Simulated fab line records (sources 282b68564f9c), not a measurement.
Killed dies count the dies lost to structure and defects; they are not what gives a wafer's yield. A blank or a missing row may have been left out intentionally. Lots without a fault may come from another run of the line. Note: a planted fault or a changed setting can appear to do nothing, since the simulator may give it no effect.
Lot-split experiment / flow rit cmos / 23 wafers read from 5 lots, route of 202 steps

== ABOUT THE SPLIT ==
At RIT_PSD_IMPLANT_08, the setting dose cm2 was moved away from the recipe's 5e+15 on 11 of the 23 wafers read, by -3.8% to +7.5%. The other wafers ran this setting at the recipe's value.

== FROM THE SPLIT TO THE READING: what the file shows between them, 5 steps ==
- RIT_PSD_STRIP_09: strips in O2, time 180 s
- RIT_SDANNEAL_CLEAN_00: cleans in SC1, time 600 s
- RIT_SDANNEAL_CLEAN_01: cleans in dHF, time 30 s
- RIT_SDANNEAL_CLEAN_02: cleans in SC2, time 600 s
- RIT_SDANNEAL_RTA_03: time 5 s

== THE READING ==
PSD_RS in ohm/sq, measured at RIT_SDANNEAL_RS_MEAS_04 by four-point-probe. A value of 115.8 ohm/sq with a standard deviation of 0.34 ohm/sq is what fault-free wafers of this fab line usually give.

wafer=L080.2; tool, chamber at the split=implanter-02, 0; dose cm2 as run=4.855e+15; against the recipe=-2.9%; PSD_RS, ohm/sq=116.1; against lot-mates on the recipe=+0.1
wafer=L080.3; tool, chamber at the split=implanter-02, 0; dose cm2 as run=5e+15; against the recipe=recipe; PSD_RS, ohm/sq=116.2; against lot-mates on the recipe=-
wafer=L080.4; tool, chamber at the split=implanter-02, 0; dose cm2 as run=5e+15; against the recipe=recipe; PSD_RS, ohm/sq=115.9; against lot-mates on the recipe=-
wafer=L080.5; tool, chamber at the split=implanter-02, 0; dose cm2 as run=4.855e+15; against the recipe=-2.9%; PSD_RS, ohm/sq=116.4; against lot-mates on the recipe=+0.4
wafer=L080.6; tool, chamber at the split=implanter-02, 0; dose cm2 as run=5e+15; against the recipe=recipe; PSD_RS, ohm/sq=116.0; against lot-mates on the recipe=-
wafer=L081.1; tool, chamber at the split=implanter-03, 0; dose cm2 as run=5.374e+15; against the recipe=+7.5%; PSD_RS, ohm/sq=115.0; against lot-mates on the recipe=-0.7
wafer=L081.2; tool, chamber at the split=implanter-03, 0; dose cm2 as run=5.374e+15; against the recipe=+7.5%; PSD_RS, ohm/sq=114.8; against lot-mates on the recipe=-0.9
wafer=L081.3; tool, chamber at the split=implanter-03, 0; dose cm2 as run=5e+15; against the recipe=recipe; PSD_RS, ohm/sq=115.6; against lot-mates on the recipe=-
wafer=L081.5; tool, chamber at the split=implanter-03, 0; dose cm2 as run=5e+15; against the recipe=recipe; PSD_RS, ohm/sq=115.8; against lot-mates on the recipe=-
wafer=L081.6; tool, chamber at the split=implanter-03, 0; dose cm2 as run=5.374e+15; against the recipe=+7.5%; PSD_RS, ohm/sq=114.9; against lot-mates on the recipe=-0.8
wafer=L082.1; tool, chamber at the split=implanter-02, 0; dose cm2 as run=5.175e+15; against the recipe=+3.5%; PSD_RS, ohm/sq=114.9; against lot-mates on the recipe=-0.3
wafer=L082.3; tool, chamber at the split=implanter-02, 0; dose cm2 as run=5.175e+15; against the recipe=+3.5%; PSD_RS, ohm/sq=114.5; against lot-mates on the recipe=-0.7
wafer=L082.4; tool, chamber at the split=implanter-02, 0; dose cm2 as run=5.175e+15; against the recipe=+3.5%; PSD_RS, ohm/sq=114.8; against lot-mates on the recipe=-0.4
wafer=L082.5; tool, chamber at the split=implanter-02, 0; dose cm2 as run=5e+15; against the recipe=recipe; PSD_RS, ohm/sq=115.1; against lot-mates on the recipe=-
wafer=L082.6; tool, chamber at the split=implanter-02, 0; dose cm2 as run=5e+15; against the recipe=recipe; PSD_RS, ohm/sq=115.3; against lot-mates on the recipe=-
wafer=L083.1; tool, chamber at the split=implanter-02, 0; dose cm2 as run=5e+15; against the recipe=recipe; PSD_RS, ohm/sq=116.1; against lot-mates on the recipe=-
wafer=L083.3; tool, chamber at the split=implanter-02, 0; dose cm2 as run=5e+15; against the recipe=recipe; PSD_RS, ohm/sq=116.1; against lot-mates on the recipe=-
wafer=L083.5; tool, chamber at the split=implanter-02, 0; dose cm2 as run=5e+15; against the recipe=recipe; PSD_RS, ohm/sq=115.9; against lot-mates on the recipe=-
wafer=L085.1; tool, chamber at the split=implanter-02, 0; dose cm2 as run=5e+15; against the recipe=recipe; PSD_RS, ohm/sq=115.9; against lot-mates on the recipe=-
wafer=L085.2; tool, chamber at the split=implanter-02, 0; dose cm2 as run=5e+15; against the recipe=recipe; PSD_RS, ohm/sq=115.9; against lot-mates on the recipe=-
wafer=L085.3; tool, chamber at the split=implanter-02, 0; dose cm2 as run=4.81e+15; against the recipe=-3.8%; PSD_RS, ohm/sq=116.2; against lot-mates on the recipe=+0.3
wafer=L085.5; tool, chamber at the split=implanter-02, 0; dose cm2 as run=4.81e+15; against the recipe=-3.8%; PSD_RS, ohm/sq=116.2; against lot-mates on the recipe=+0.3
wafer=L085.6; tool, chamber at the split=implanter-02, 0; dose cm2 as run=4.81e+15; against the recipe=-3.8%; PSD_RS, ohm/sq=116.4; against lot-mates on the recipe=+0.5

THE FIT
A straight line over all 23 wafers: PSD_RS changes by -0.146 ohm/sq for each +1% of dose cm2; r = -0.83; the points scatter about the line by 0.34 ohm/sq.
The same after taking each lot's own level away (the mean of its wafers on the recipe; 23 wafers): -0.105 ohm/sq for each +1%; r = -0.95; scatter 0.12 ohm/sq.
On that fit, the largest move of dose cm2 shifts the reading by 0.79 ohm/sq.
Across the lots, their own levels run from 115.20 to 116.03 ohm/sq, a range of 2.5 times the standard deviation given above.
Thus the slope moves with the lot-to-lot level: the two fits are different.
Check: with one of the wafers moved furthest among these (+7.5%) left out of the fit, the line predicts -0.847 ohm/sq for it against its lot-mates. It came out at -0.7 ohm/sq against them.

== THE OTHER SPLITS THESE WAFERS WENT THROUGH ==
Note: prior to the reading, these wafers also went through further splits. Each is held against what the fit with the lots' levels taken away leaves over:
other split on the same wafers=RIT_NLDD_IMPLANT_08 dose cm2; wafers away from the commonest value=10; r with PSD_RS (lot level and that fit taken away)=-0.01
other split on the same wafers=RIT_SPACER_CVD_03 nh3 flow sccm; wafers away from the commonest value=15; r with PSD_RS (lot level and that fit taken away)=+0.10
other split on the same wafers=RIT_NSD_SOFTBAKE_02 temp c; wafers away from the commonest value=6; r with PSD_RS (lot level and that fit taken away)=-0.04

== THE FILE'S OWN FIT ==
PSD_RS changes by -0.105 ohm/sq for each +1% of dose cm2, r = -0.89.
